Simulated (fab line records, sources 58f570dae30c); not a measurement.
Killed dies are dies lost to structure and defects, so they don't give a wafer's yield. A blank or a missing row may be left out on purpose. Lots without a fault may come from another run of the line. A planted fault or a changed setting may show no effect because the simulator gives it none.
fab line records | flow berkeley_cmos170
record lots=12 wafers=36 last_day=11
route steps=331 shown SDANNEAL@204 NSD@207 SILICIDE@211 CONTACT@220
lots that met no fault: from a run of the same line without faults
start_h: hours from the record's first day to the start of the lot's first wafer shown | wait_h: hours since the lot's step before | " the same as in the row above | L1.1+2: a row that stands for several wafers | - no value, or no start given | * or withheld: withheld | < > ~ a bound
route shown NAME@n: a module of which the file shows steps, and the number in the route of the first | usual: mean/standard deviation of fault-free wafers | same: alike in all rows | chamber/n: place in a boat | sites: the reading at each site | _std_site: their standard deviation | _edge_site: outer sites' mean less inner sites' | radius_mm: how far each site lies from the wafer's centre | mask NAME#n: copy n | behind: the tool/chamber that last shaped the wafer | hold: why the lot was held/for how many hours/how that ended | device: the transistor (n, p or np) that didn't switch | end of line: the same wafers' tests at the end of the route | a step without rows: its recipe alone | killed: dies lost to structure and defects at the first sort, not the wafer's yield | map: a wafer's dies, x killed, . not, _ none there
set.NAME: the setting as run; set.NAME@STEP: as run at that earlier step | model.NAME: the simulator's own value behind a step, which no gauge read
steps of the route over a sample of lots; a table a step, a row a wafer
services: from which hour (start_h, from the record's first day; less than 0 if before it) a tool's chamber was out of use, for how many hours, and why
## steps
# step UCB170_SDANNEAL_RTA_00
# recipe temp_c=900 time_s=10 ambient=N2
# usual lamp_power_pct=24/3.2 wafer_temp_C_max=904.6/1
# same time_s=10
# columns lot.wafer tool chamber start_h wait_h lamp_power_pct wafer_temp_C_max
L747.1 rtp_anneal-02 0 120.95 0.0 27 902.6
L747.2 " 0 " " 27 904.5
L747.3 " 0 " " 27 902.8
L749.1 rtp_anneal-01 0 134.38 0.0 21 904.1
L749.3 " 0 " " 21 904.3
L749.6 " 0 " " 21 905.6
L748.2 rtp_anneal-02 0 134.90 0.0 27 904.3
L748.5 " 0 " " 27 904.3
L748.6 " 0 " " 27 903.9
L750.4 rtp_anneal-01 0 148.97 0.0 21 904.0
L750.5 " 0 " " 21 905.1
L750.6 " 0 " " 21 905.8
L752.1 rtp_anneal-02 0 149.18 0.0 27 903.7
L752.4 " 0 " " 27 905.8
L752.5 " 0 " " 27 904.5
L753.1 rtp_anneal-01 0 149.42 0.0 21 904.9
L753.4 " 0 " " 21 905.9
L753.6 " 0 " " 21 904.6
L751.2 rtp_anneal-02 0 149.67 0.0 27 904.8
L751.3 " 0 " " 27 903.9
L751.4 " 0 " " 27 903.4
L761.1 rtp_anneal-01 0 208.85 0.0 21 904.8
L761.2 " 0 " " 21 904.8
L761.3 " 0 " " 21 905.0
L763.2 rtp_anneal-02 0 220.92 0.0 27 904.0
L763.3 " 0 " " 27 904.2
L763.5 " 0 " " 27 902.8
L764.3 rtp_anneal-01 0 220.93 0.0 21 903.5
L764.5 " 0 " " 21 905.8
L764.6 " 0 " " 21 904.2
L767.2 rtp_anneal-02 0 238.17 0.0 27 903.5
L767.3 " 0 " " 27 905.4
L767.6 " 0 " " 27 904.1
L769.2 rtp_anneal-02 0 248.02 0.0 27 906.4
L769.5 " 0 " " 27 904.3
L769.6 " 0 " " 27 904.9
# step UCB170_SDANNEAL_RS_MEAS_03
# recipe thk_meas_gauge=four-point-probe
# usual NSD_RS=37.21/0.09
# columns lot.wafer tool chamber start_h wait_h NSD_RS[ohm/sq]
L747.1 film_metro-02 - 121.19 0.1 37.12
L747.2 " - " " 37.06
L747.3 " - " " 37.12
L749.1 film_metro-01 - 134.62 0.1 37.23
L749.3 " - " " 37.51
L749.6 " - " " 37.21
L748.2 film_metro-01 - 135.16 0.1 37.13
L748.5 " - " " 37.10
L748.6 " - " " 37.13
L750.4 film_metro-02 - 149.24 0.1 37.23
L750.5 " - " " 37.14
L750.6 " - " " 37.06
L752.1 film_metro-03 - 149.42 0.1 37.33
L752.4 " - " " 37.29
L752.5 " - " " 37.42
L753.1 film_metro-01 - 149.66 0.1 37.18
L753.4 " - " " 37.15
L753.6 " - " " 37.16
L751.2 film_metro-02 - 149.92 0.1 37.22
L751.3 " - " " 37.25
L751.4 " - " " 37.19
L761.1 film_metro-01 - 209.09 0.1 37.24
L761.2 " - " " 37.16
L761.3 " - " " 37.29
L763.2 film_metro-03 - 221.17 0.1 37.17
L763.3 " - " " 37.25
L763.5 " - " " 37.34
L764.3 film_metro-01 - 221.19 0.1 37.07
L764.5 " - " " 37.29
L764.6 " - " " 37.20
L767.2 film_metro-01 - 238.43 0.1 37.21
L767.3 " - " " 37.25
L767.6 " - " " 37.20
L769.2 film_metro-03 - 248.27 0.1 37.19
L769.5 " - " " 37.25
L769.6 " - " " 37.16
# step UCB170_SILICIDE_SPUTTER_01
# recipe material=Ti target_thk_nm=30 time_s=25 power_w=1500 chamber_pressure_pa=0.5
# usual chamber_pressure_pa=0.4998/0.00087 throttle_valve_pct=29.7/0.6
# same time_s=25
# columns lot.wafer tool chamber start_h wait_h chamber_pressure_pa throttle_valve_pct
L747.1 pvd_sputter-02 - 121.62 0.0 0.5001 30.7
L747.2 " - " " 0.4993 29.0
L747.3 " - " " 0.4990 29.2
L749.1 pvd_sputter-02 - 135.05 0.0 0.5005 29.0
L749.3 " - " " 0.5007 30.9
L749.6 " - " " 0.4983 29.5
L748.2 pvd_sputter-03 - 135.56 0.0 0.4984 29.8
L748.5 " - " " 0.4994 29.8
L748.6 " - " " 0.4987 29.8
L750.4 pvd_sputter-04 - 149.61 0.0 0.4983 30.1
L750.5 " - " " 0.5003 28.8
L750.6 " - " " 0.4985 30.0
L752.1 pvd_sputter-02 - 149.85 0.0 0.5020 29.3
L752.4 " - " " 0.5002 30.9
L752.5 " - " " 0.4987 30.8
L753.1 pvd_sputter-03 - 150.09 0.0 0.5003 29.8
L753.4 " - " " 0.5002 28.9
L753.6 " - " " 0.4991 29.8
L751.2 pvd_sputter-04 - 150.33 0.0 0.5003 28.8
L751.3 " - " " 0.5000 30.2
L751.4 " - " " 0.5000 30.2
L761.1 pvd_sputter-03 - 209.52 0.0 0.4996 29.7
L761.2 " - " " 0.5000 29.4
L761.3 " - " " 0.4985 29.8
L763.2 pvd_sputter-02 - 221.58 0.0 0.4999 28.8
L763.3 " - " " 0.5005 30.8
L763.5 " - " " 0.4997 29.5
L764.3 pvd_sputter-04 - 221.58 0.0 0.4982 30.6
L764.5 " - " " 0.5005 30.3
L764.6 " - " " 0.5000 30.1
L767.2 pvd_sputter-03 - 238.83 0.0 0.5003 29.4
L767.3 " - " " 0.4986 29.9
L767.6 " - " " 0.4997 29.3
L769.2 pvd_sputter-04 - 248.68 0.0 0.4997 29.1
L769.5 " - " " 0.5007 29.6
L769.6 " - " " 0.4994 30.5
# step UCB170_CONTACT_COAT_04
# recipe resist=KrF spin_rpm=1500 resist_thk_nm=900
# usual spin_speed_rpm=1499.8/0.89
# columns lot.wafer tool chamber start_h wait_h spin_speed_rpm
L747.1 litho_track-02 0 125.52 0.1 1499.1
L747.2 " 0 " " 1500.5
L747.3 " 0 " " 1499.8
L748.2 litho_track-01 0 139.47 0.1 1499.3
L748.5 " 0 " " 1499.4
L748.6 " 0 " " 1499.9
L749.1 litho_track-02 0 139.55 0.1 1499.8
L749.3 " 0 " " 1499.9
L749.6 " 0 " " 1500.4
L750.4 litho_track-01 0 152.16 0.1 1499.5
L750.5 " 0 " " 1497.9
L750.6 " 0 " " 1500.4
L752.1 litho_track-04 0 152.74 0.1 1499.5
L752.4 " 0 " " 1499.9
L752.5 " 0 " " 1499.7
L753.1 litho_track-02 0 152.74 0.1 1500.1
L753.4 " 0 " " 1498.7
L753.6 " 0 " " 1499.3
L751.2 litho_track-01 0 154.00 0.1 1499.1
L751.3 " 0 " " 1500.4
L751.4 " 0 " " 1498.8
L761.1 litho_track-02 0 212.03 0.1 1360.7
L761.2 " 0 " " 1360.5
L761.3 " 0 " " 1358.8
L764.3 litho_track-01 0 224.41 0.1 1499.1
L764.5 " 0 " " 1498.3
L764.6 " 0 " " 1498.8
L763.2 litho_track-02 0 224.44 0.1 1361.6
L763.3 " 0 " " 1360.7
L763.5 " 0 " " 1359.6
L767.2 litho_track-04 0 246.27 0.1 1498.4
L767.3 " 0 " " 1498.5
L767.6 " 0 " " 1500.0
L769.2 litho_track-01 0 251.18 0.1 1500.8
L769.5 " 0 " " 1499.4
L769.6 " 0 " " 1499.9
# step UCB170_CONTACT_STRIP_06
# recipe chemistry=O2 power_w=400 pressure_mtorr=3500 platen_temp_c=withheld o2_flow_sccm=400 overash_fraction=0.5
# usual drypump_motor_current_A=5.58/0.26 o2_flow_sccm=400.2/1.3 oes_product_au=0.734/0.0047 strip_time_to_endpoint_s=21.97/0.077
# columns lot.wafer tool chamber start_h wait_h drypump_motor_current_A o2_flow_sccm oes_product_au rf_hours_counter_h strip_time_to_endpoint_s
L747.1 plasma_asher-03 1 125.82 0.1 5.76 400.7 0.727 1 21.90
L747.2 " 0 " " 5.42 402.3 0.730 1 21.90
L747.3 " 0 " " 5.42 401.7 0.737 - 21.88
L748.2 plasma_asher-03 0 139.75 0.1 5.44 397.5 0.729 3 21.98
L748.5 " 1 " " 5.68 400.6 0.736 - 22.03
L748.6 " 0 " " 5.43 398.0 0.729 - 22.01
L749.1 plasma_asher-04 1 139.85 0.1 5.23 400.3 0.735 48 21.91
L749.3 " 1 " " 5.22 400.2 0.741 - 21.97
L749.6 " 0 " " 6.01 401.5 0.737 - 21.95
L750.4 plasma_asher-02 0 152.42 0.1 5.54 399.7 0.737 - 22.04
L750.5 " 1 " " 5.50 399.2 0.735 - 22.06
L750.6 " 0 " " 5.58 398.2 0.732 - 22.06
L752.1 plasma_asher-04 1 153.04 0.1 5.23 400.0 0.742 50 21.76
L752.4 " 0 " " 6.04 402.3 0.728 - 21.77
L752.5 " 0 " " 6.04 402.5 0.727 - 21.78
L753.1 plasma_asher-03 0 153.04 0.1 5.43 401.6 0.741 4 22.09
L753.4 " 0 " " 5.42 400.4 0.738 - 22.03
L753.6 " 1 " " 5.75 401.6 0.731 - 22.07
L751.2 plasma_asher-03 0 154.28 0.1 5.42 400.6 0.733 4 21.97
L751.3 " 1 " " 5.74 397.2 0.732 - 21.91
L751.4 " 0 " " 5.40 401.3 0.734 - 21.96
L761.1 plasma_asher-03 0 212.33 0.1 5.44 398.5 0.742 10 23.10
L761.2 " 1 " " 5.71 399.8 0.736 10 23.12
L761.3 " 1 " " 5.71 399.0 0.734 - 23.12
L764.3 plasma_asher-04 0 224.69 0.1 6.04 401.4 0.731 - 21.99
L764.5 " 1 " " 5.23 400.9 0.736 - 22.04
L764.6 " 0 " " 6.02 400.5 0.728 - 21.97
L763.2 plasma_asher-02 0 224.72 0.1 5.54 401.0 0.743 47 22.98
L763.3 " 0 " " 5.55 400.0 0.738 - 22.98
L763.5 " 1 " " 5.55 398.6 0.739 - 23.04
L767.2 plasma_asher-02 1 246.54 0.1 5.54 400.1 0.739 49 22.01
L767.3 " 1 " " 5.55 399.9 0.735 - 22.01
L767.6 " 0 " " 5.58 400.5 0.730 - 21.99
L769.2 plasma_asher-04 0 251.45 0.1 6.05 400.2 0.733 61 22.06
L769.5 " 1 " " 5.23 399.7 0.734 - 22.04
L769.6 " 0 " " 6.04 400.8 0.729 - 21.96
## services
# columns tool chamber start_h hours kind
plasma_asher-03 - 108.75 9.0 pm
plasma_asher-03 0 108.75 9.0 vent_cycle
plasma_asher-03 1 108.75 9.0 vent_cycle
plasma_asher-03 0 117.75 - clean
plasma_asher-03 1 117.75 - clean
plasma_asher-03 - 161.00 4.3 pm
pvd_sputter-02 - 163.29 8.2 repair
plasma_asher-03 - 192.07 1.9 repair
plasma_asher-02 - 205.49 1.3 repair
pvd_sputter-02 - 229.64 12.9 repair
## key
first_sign step=UCB170_CONTACT_COAT_04 reading=spin_speed_rpm direction=down sigmas=99+ usual=1499.8 struck=1360.3
effect step=UCB170_CONTACT_STRIP_06 reading=strip_time_to_endpoint_s direction=up sigmas=14 usual=* struck=*
met_at UCB170_CONTACT_COAT_04
struck_lots L761,L763
tester_left_out L761,L763
not_acting_at UCB170_SDANNEAL_RTA_00,UCB170_SDANNEAL_RS_MEAS_03,UCB170_SILICIDE_SPUTTER_01
onset_between 152.74 212.03
fault kind=process_parameter_drift tool=litho_track-02 chamber=- onset_h=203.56 steps=UCB170_CONTACT_COAT_04 channel=spin_rpm offset=-140.15 shape=step end_h=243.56 acts_in=these_recipes_only stated=1500
# tester_left_out: of these lots the tester's yield and bins aren't shown, on N5 and GAA mostly nor the transistor test; their killed dies are dies lost to structure and defects alone, not to doping, threshold or leakage, so they don't give the yield
